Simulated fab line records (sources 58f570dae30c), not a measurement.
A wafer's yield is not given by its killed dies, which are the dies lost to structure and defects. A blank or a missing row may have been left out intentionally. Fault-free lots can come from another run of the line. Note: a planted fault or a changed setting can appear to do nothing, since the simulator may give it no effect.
Which tool is to blame? :: flow berkeley cmos170 :: 13 lots with 39 wafers sampled at 6 steps, on a route of 331 steps

== WHAT THE GAUGES SHOWED, per wafer ==
UCB170_V1_THK_MEAS_01. Usual: V1_TEOS_THK typically reads 2002 nm, with standard deviation 30.
lot: L763
measured: day 8 10:25
on: film metro-01
V1_TEOS_THK (nm): 1996 2015 2061
flag: 

lot: L762
measured: day 8 11:43
on: film metro-02
V1_TEOS_THK (nm): 1971 1942 1946
flag: 

lot: L767
measured: day 8 21:48
on: film metro-02
V1_TEOS_THK (nm): 1975 2006 2011
flag: 

lot: L764
measured: day 8 23:08
on: film metro-01
V1_TEOS_THK (nm): 1965 1968 2022
flag: 

lot: L770
measured: day 9 21:58
on: film metro-01
V1_TEOS_THK (nm): 1963 2024 2008
flag: 

lot: L769
measured: day 9 23:19
on: film metro-02
V1_TEOS_THK (nm): 2012 2004 2007
flag: 

lot: L771
measured: day 10 00:38
on: film metro-01
V1_TEOS_THK (nm): 1948 2043 2008
flag: 

lot: L768
measured: day 10 01:58
on: film metro-01
V1_TEOS_THK (nm): 2007 2023 2027
flag: 

lot: L773
measured: day 10 01:58
on: film metro-04
V1_TEOS_THK (nm): 2040 2010 2027
flag: 

lot: L775
measured: day 11 01:23
on: film metro-02
V1_TEOS_THK (nm): 1991 2019 2010
flag: 

lot: L777
measured: day 11 12:56
on: film metro-01
V1_TEOS_THK (nm): 2023 2047 2042
flag: 

lot: L780
measured: day 12 00:16
on: film metro-04
V1_TEOS_THK (nm): 1953 2040 2011
flag: 

lot: L783
measured: day 12 23:11
on: film metro-01
V1_TEOS_THK (nm): 1992 1988 2018
flag: 

UCB170_M3_CD_MEAS_90: target cd 700 nm. Usual: cd nm 699 nm, standard deviation 4.6.
lot: L763
measured: day 9 00:08
on: cd sem-02
cd nm (nm): 703 694 706
flag: 

lot: L762
measured: day 9 00:32
on: cd sem-02
cd nm (nm): 695 698 695
flag: 

lot: L767
measured: day 9 11:29
on: cd sem-01
cd nm (nm): 706 704 707
flag: 

lot: L764
measured: day 9 12:04
on: cd sem-01
cd nm (nm): 696 701 697
flag: 

lot: L770
measured: day 10 08:52
on: cd sem-02
cd nm (nm): 701 701 694
flag: 

lot: L769
measured: day 10 12:04
on: cd sem-02
cd nm (nm): 707 699 707
flag: 

lot: L771
measured: day 10 12:16
on: cd sem-01
cd nm (nm): 698 693 700
flag: 

lot: L768
measured: day 10 12:59
on: cd sem-01
cd nm (nm): 703 702 697
flag: 

lot: L773
measured: day 10 15:20
on: cd sem-01
cd nm (nm): 699 701 696
flag: 

lot: L775
measured: day 11 12:08
on: cd sem-01
cd nm (nm): 695 695 705
flag: 

lot: L777
measured: day 12 01:38
on: cd sem-02
cd nm (nm): 702 697 703
flag: 

lot: L780
measured: day 12 10:06
on: cd sem-01
cd nm (nm): 702 703 717
flag: 

lot: L783
measured: day 13 12:05
on: cd sem-02
cd nm (nm): 692 695 694
flag: 

== WHAT TOOL EACH LOT RAN ON (gives the tool, then ch and the chambers of the sampled wafers, and finally the start) ==
lot: L763
UCB170_M1_ETCH_11: rie diel-03 ch 0,1,3, day 8 08:30
UCB170_V2_STRIP_15: plasma asher-03 ch 0,1, day 8 17:50
UCB170_M3_METAL_ETCH_18: rie metal-03 ch 0,1, day 8 23:50
UCB170_M3_STRIP_19: plasma asher-03 ch 0,1, day 9 00:00

lot: L762
UCB170_M1_ETCH_11: rie diel-02 ch 0,1,3, day 8 08:44
UCB170_V2_STRIP_15: plasma asher-01 ch 0,1, day 8 18:58
UCB170_M3_METAL_ETCH_18: rie metal-04 ch 0, day 9 00:04
UCB170_M3_STRIP_19: plasma asher-04 ch 0,1, day 9 00:26

lot: L767
UCB170_M1_ETCH_11: rie diel-03 ch 1,2, day 8 18:54
UCB170_V2_STRIP_15: plasma asher-04 ch 0,1, day 9 07:17
UCB170_M3_METAL_ETCH_18: rie metal-03 ch 0, day 9 11:03
UCB170_M3_STRIP_19: plasma asher-03 ch 1, day 9 11:22

lot: L764
UCB170_M1_ETCH_11: rie diel-03 ch 1,2,3, day 8 20:32
UCB170_V2_STRIP_15: plasma asher-03 ch 0,1, day 9 07:58
UCB170_M3_METAL_ETCH_18: rie metal-02 ch 0,1, day 9 11:47
UCB170_M3_STRIP_19: plasma asher-04 ch 0,1, day 9 11:58

lot: L770
UCB170_M1_ETCH_11: rie diel-03 ch 0,2, day 9 20:05
UCB170_V2_STRIP_15: plasma asher-03 ch 0,1, day 10 05:08
UCB170_M3_METAL_ETCH_18: rie metal-04 ch 0,1, day 10 08:34
UCB170_M3_STRIP_19: plasma asher-02 ch 0,1, day 10 08:44

lot: L769
UCB170_M1_ETCH_11: rie diel-04 ch 0,2, day 9 21:03
UCB170_V2_STRIP_15: plasma asher-03 ch 0, day 10 07:49
UCB170_M3_METAL_ETCH_18: rie metal-02 ch 0,1, day 10 11:46
UCB170_M3_STRIP_19: plasma asher-02 ch 0,1, day 10 11:57

lot: L771
UCB170_M1_ETCH_11: rie diel-02 ch 1,2, day 9 22:20
UCB170_V2_STRIP_15: plasma asher-03 ch 0,1, day 10 08:28
UCB170_M3_METAL_ETCH_18: rie metal-04 ch 0,1, day 10 11:59
UCB170_M3_STRIP_19: plasma asher-04 ch 0,1, day 10 12:10

lot: L768
UCB170_M1_ETCH_11: rie diel-02 ch 0,1, day 9 22:53
UCB170_V2_STRIP_15: plasma asher-01 ch 0,1, day 10 09:47
UCB170_M3_METAL_ETCH_18: rie metal-03 ch 0,1, day 10 12:35
UCB170_M3_STRIP_19: plasma asher-02 ch 0,1, day 10 12:46

lot: L773
UCB170_M1_ETCH_11: rie diel-04 ch 0,2, day 9 23:09
UCB170_V2_STRIP_15: plasma asher-01 ch 0,1, day 10 12:36
UCB170_M3_METAL_ETCH_18: rie metal-04 ch 0,1, day 10 15:04
UCB170_M3_STRIP_19: plasma asher-02 ch 0,1, day 10 15:14

lot: L775
UCB170_M1_ETCH_11: rie diel-04 ch 0,1,3, day 10 23:29
UCB170_V2_STRIP_15: plasma asher-03 ch 0,1, day 11 08:55
UCB170_M3_METAL_ETCH_18: rie metal-03 ch 0,1, day 11 11:49
UCB170_M3_STRIP_19: plasma asher-03 ch 0, day 11 12:01

lot: L777
UCB170_M1_ETCH_11: rie diel-03 ch 0,1, day 11 11:02
UCB170_V2_STRIP_15: plasma asher-03 ch 1, day 11 22:31
UCB170_M3_METAL_ETCH_18: rie metal-02 ch 0,1, day 12 01:22
UCB170_M3_STRIP_19: plasma asher-02 ch 0,1, day 12 01:32

lot: L780
UCB170_M1_ETCH_11: rie diel-03 ch 0,2,3, day 11 21:03
UCB170_V2_STRIP_15: plasma asher-04 ch 0,1, day 12 07:04
UCB170_M3_METAL_ETCH_18: rie metal-04 ch 0,1, day 12 09:47
UCB170_M3_STRIP_19: plasma asher-02 ch 0,1, day 12 09:59

lot: L783
UCB170_M1_ETCH_11: rie diel-02 ch 1,2,3, day 12 20:13
UCB170_V2_STRIP_15: plasma asher-04 ch 0,1, day 13 07:36
UCB170_M3_METAL_ETCH_18: rie metal-02 ch 1, day 13 11:47
UCB170_M3_STRIP_19: plasma asher-02 ch 0,1, day 13 11:58
- UCB170_M1_ETCH_11: etches BARC in N2/H2.
- UCB170_V2_STRIP_15: strips in O2.
- UCB170_M3_METAL_ETCH_18: etches Al in Cl2/BCl3, stops on SiO2, target depth 1170 nm, time 195 s.
- UCB170_M3_STRIP_19: strips in O2.

== WHAT THE TOOLS THEMSELVES READ (means of the sampled wafers that have a number; where no wafer has one, the mark that the record gives instead) ==
UCB170_M1_ETCH_11. Usual: drypump motor current A 5.9 A, standard deviation 0.35; h2 flow sccm 200.0 sccm, standard deviation 0.57; oes product au 0.992 a.u., standard deviation 0.022; throttle valve pct 13.25 %, standard deviation 0.18.
lot: L763
tool: rie diel-03
drypump motor current A (A): 5.8
h2 flow sccm (sccm): 199.3
oes product au (a.u.): 0.986
throttle valve pct (%): 13.21
flag: 

lot: L762
tool: rie diel-02
drypump motor current A (A): 6.1
h2 flow sccm (sccm): 200.0
oes product au (a.u.): 0.997
throttle valve pct (%): 13.23
flag: 

lot: L767
tool: rie diel-03
drypump motor current A (A): 5.4
h2 flow sccm (sccm): 199.6
oes product au (a.u.): 0.998
throttle valve pct (%): 13.26
flag: 

lot: L764
tool: rie diel-03
drypump motor current A (A): 5.6
h2 flow sccm (sccm): 199.8
oes product au (a.u.): 0.982
throttle valve pct (%): 13.22
flag: 

lot: L770
tool: rie diel-03
drypump motor current A (A): 5.6
h2 flow sccm (sccm): 199.8
oes product au (a.u.): 0.999
throttle valve pct (%): 13.45
flag: 

lot: L769
tool: rie diel-04
drypump motor current A (A): 5.8
h2 flow sccm (sccm): 199.6
oes product au (a.u.): 0.991
throttle valve pct (%): 13.20
flag: 

lot: L771
tool: rie diel-02
drypump motor current A (A): 5.9
h2 flow sccm (sccm): 200.0
oes product au (a.u.): 1.003
throttle valve pct (%): 13.44
flag: 

lot: L768
tool: rie diel-02
drypump motor current A (A): 6.0
h2 flow sccm (sccm): 200.5
oes product au (a.u.): 0.988
throttle valve pct (%): 13.25
flag: 

lot: L773
tool: rie diel-04
drypump motor current A (A): 5.8
h2 flow sccm (sccm): 200.1
oes product au (a.u.): 0.990
throttle valve pct (%): 13.20
flag: 

lot: L775
tool: rie diel-04
drypump motor current A (A): 6.2
h2 flow sccm (sccm): 199.9
oes product au (a.u.): 0.999
throttle valve pct (%): 13.25
flag: 

lot: L777
tool: rie diel-03
drypump motor current A (A): 5.5
h2 flow sccm (sccm): 200.0
oes product au (a.u.): 0.998
throttle valve pct (%): 13.06
flag: 

lot: L780
tool: rie diel-03
drypump motor current A (A): 5.8
h2 flow sccm (sccm): 200.2
oes product au (a.u.): 0.987
throttle valve pct (%): 13.41
flag: 

lot: L783
tool: rie diel-02
drypump motor current A (A): 6.0
h2 flow sccm (sccm): 199.9
oes product au (a.u.): 0.997
throttle valve pct (%): 13.30
flag: 

UCB170_V2_STRIP_15. Usual: drypump motor current A 5.8 A, standard deviation 0.44; oes product au 0.722 a.u., standard deviation 0.0047; strip time to endpoint s 15.45 s, standard deviation 0.13.
lot: L763
tool: plasma asher-03
drypump motor current A (A): 5.6
oes product au (a.u.): 0.722
strip time to endpoint s (s): 15.44
flag: 

lot: L762
tool: plasma asher-01
drypump motor current A (A): 6.2
oes product au (a.u.): 0.728
strip time to endpoint s (s): 15.48
flag: 

lot: L767
tool: plasma asher-04
drypump motor current A (A): 5.9
oes product au (a.u.): 0.725
strip time to endpoint s (s): 15.46
flag: 

lot: L764
tool: plasma asher-03
drypump motor current A (A): 5.4
oes product au (a.u.): 0.717
strip time to endpoint s (s): 15.41
flag: 

lot: L770
tool: plasma asher-03
drypump motor current A (A): 5.5
oes product au (a.u.): 0.720
strip time to endpoint s (s): 15.45
flag: 

lot: L769
tool: plasma asher-03
drypump motor current A (A): 5.1
oes product au (a.u.): 0.723
strip time to endpoint s (s): 15.70
flag: 

lot: L771
tool: plasma asher-03
drypump motor current A (A): 5.4
oes product au (a.u.): 0.725
strip time to endpoint s (s): 15.36
flag: 

lot: L768
tool: plasma asher-01
drypump motor current A (A): 6.3
oes product au (a.u.): 0.722
strip time to endpoint s (s): 15.37
flag: 

lot: L773
tool: plasma asher-01
drypump motor current A (A): 6.3
oes product au (a.u.): 0.721
strip time to endpoint s (s): 15.47
flag: 

lot: L775
tool: plasma asher-03
drypump motor current A (A): 5.3
oes product au (a.u.): 0.723
strip time to endpoint s (s): 15.30
flag: 

lot: L777
tool: plasma asher-03
drypump motor current A (A): 5.8
oes product au (a.u.): 0.717
strip time to endpoint s (s): 15.47
flag: 

lot: L780
tool: plasma asher-04
drypump motor current A (A): 5.9
oes product au (a.u.): 0.722
strip time to endpoint s (s): 15.49
flag: 

lot: L783
tool: plasma asher-04
drypump motor current A (A): 6.0
oes product au (a.u.): 0.724
strip time to endpoint s (s): 15.52
flag: 

UCB170_M3_METAL_ETCH_18. Usual: drypump motor current A 5.5 A, standard deviation 0.46; oes product au 0.862 a.u., standard deviation 0.016; run length s 223.3 s, standard deviation 0.5; throttle valve pct 24.51 %, standard deviation 0.28.
lot: L763
tool: rie metal-03
drypump motor current A (A): 5.4
oes product au (a.u.): 0.872
run length s (s): 223.3
throttle valve pct (%): 24.68
flag: 

lot: L762
tool: rie metal-04
drypump motor current A (A): 5.6
oes product au (a.u.): 0.870
run length s (s): 222.8
throttle valve pct (%): 24.91
flag: 

lot: L767
tool: rie metal-03
drypump motor current A (A): 5.2
oes product au (a.u.): 0.872
run length s (s): 223.4
throttle valve pct (%): 24.65
flag: 

lot: L764
tool: rie metal-02
drypump motor current A (A): 4.9
oes product au (a.u.): 0.835
run length s (s): 224.1
throttle valve pct (%): 24.20
flag: 

lot: L770
tool: rie metal-04
drypump motor current A (A): 5.9
oes product au (a.u.): 0.876
run length s (s): 223.6
throttle valve pct (%): 24.44
flag: 

lot: L769
tool: rie metal-02
drypump motor current A (A): 4.9
oes product au (a.u.): 0.842
run length s (s): 224.0
throttle valve pct (%): 24.26
flag: 

lot: L771
tool: rie metal-04
drypump motor current A (A): 5.8
oes product au (a.u.): 0.875
run length s (s): 223.2
throttle valve pct (%): 24.68
flag: 

lot: L768
tool: rie metal-03
drypump motor current A (A): 5.5
oes product au (a.u.): 0.871
run length s (s): 223.3
throttle valve pct (%): 24.68
flag: 

lot: L773
tool: rie metal-04
drypump motor current A (A): 5.8
oes product au (a.u.): 0.874
run length s (s): 223.0
throttle valve pct (%): 24.67
flag: 

lot: L775
tool: rie metal-03
drypump motor current A (A): 5.7
oes product au (a.u.): 0.865
run length s (s): 222.8
throttle valve pct (%): 24.72
flag: 

lot: L777
tool: rie metal-02
drypump motor current A (A): 4.9
oes product au (a.u.): 0.845
run length s (s): 223.6
throttle valve pct (%): 24.24
flag: 

lot: L780
tool: rie metal-04
drypump motor current A (A): 5.9
oes product au (a.u.): 0.915
run length s (s): 194.0
throttle valve pct (%): 24.30
flag: OFF

lot: L783
tool: rie metal-02
drypump motor current A (A): 4.8
oes product au (a.u.): 0.846
run length s (s): 224.3
throttle valve pct (%): 24.19
flag: 

UCB170_M3_STRIP_19. Usual: drypump motor current A 5.5 A, standard deviation 0.48; oes product au 0.514 a.u., standard deviation 0.022.
lot: L763
tool: plasma asher-03
drypump motor current A (A): 5.6
oes product au (a.u.): 0.514
flag: 

lot: L762
tool: plasma asher-04
drypump motor current A (A): 6.0
oes product au (a.u.): 0.507
flag: 

lot: L767
tool: plasma asher-03
drypump motor current A (A): 5.8
oes product au (a.u.): 0.505
flag: 

lot: L764
tool: plasma asher-04
drypump motor current A (A): 6.0
oes product au (a.u.): 0.519
flag: 

lot: L770
tool: plasma asher-02
drypump motor current A (A): 5.3
oes product au (a.u.): 0.496
flag: 

lot: L769
tool: plasma asher-02
drypump motor current A (A): 5.0
oes product au (a.u.): 0.542
flag: 

lot: L771
tool: plasma asher-04
drypump motor current A (A): 5.8
oes product au (a.u.): 0.502
flag: 

lot: L768
tool: plasma asher-02
drypump motor current A (A): 5.0
oes product au (a.u.): 0.509
flag: 

lot: L773
tool: plasma asher-02
drypump motor current A (A): 5.3
oes product au (a.u.): 0.507
flag: 

lot: L775
tool: plasma asher-03
drypump motor current A (A): 5.1
oes product au (a.u.): 0.513
flag: 

lot: L777
tool: plasma asher-02
drypump motor current A (A): 5.1
oes product au (a.u.): 0.543
flag: 

lot: L780
tool: plasma asher-02
drypump motor current A (A): 5.3
oes product au (a.u.): 0.567
flag: 

lot: L783
tool: plasma asher-02
drypump motor current A (A): 5.0
oes product au (a.u.): 0.496
flag: 

== THE ANSWER, worked out from the rows above alone ==
Rule: take the mean of a lot's wafers that have a number; if it is more than 3 standard deviations from the usual mean, the lot is off. A lot without any number at a reading at which 4 lots or more have one is off too. The other lots that the step has rows for count as sound. The gauges are gone through in route order, then the tools' own readings, and for those a lot's mean is taken as printed above. The first step at which some lot is off is used, and at that step the reading that is off furthest; a lot without a number counts as furthest.
Off: L780 (UCB170_M3_METAL_ETCH_18, run length s).
A tool fits if, at that step or a process step before it, it ran every lot that is off, and no sound lot after the first of them. Can't be told from this: 2 tools fit, rie diel-03 at UCB170_M1_ETCH_11, rie metal-04 at UCB170_M3_METAL_ETCH_18.

== WHAT THE SIMULATOR PUT IN ==
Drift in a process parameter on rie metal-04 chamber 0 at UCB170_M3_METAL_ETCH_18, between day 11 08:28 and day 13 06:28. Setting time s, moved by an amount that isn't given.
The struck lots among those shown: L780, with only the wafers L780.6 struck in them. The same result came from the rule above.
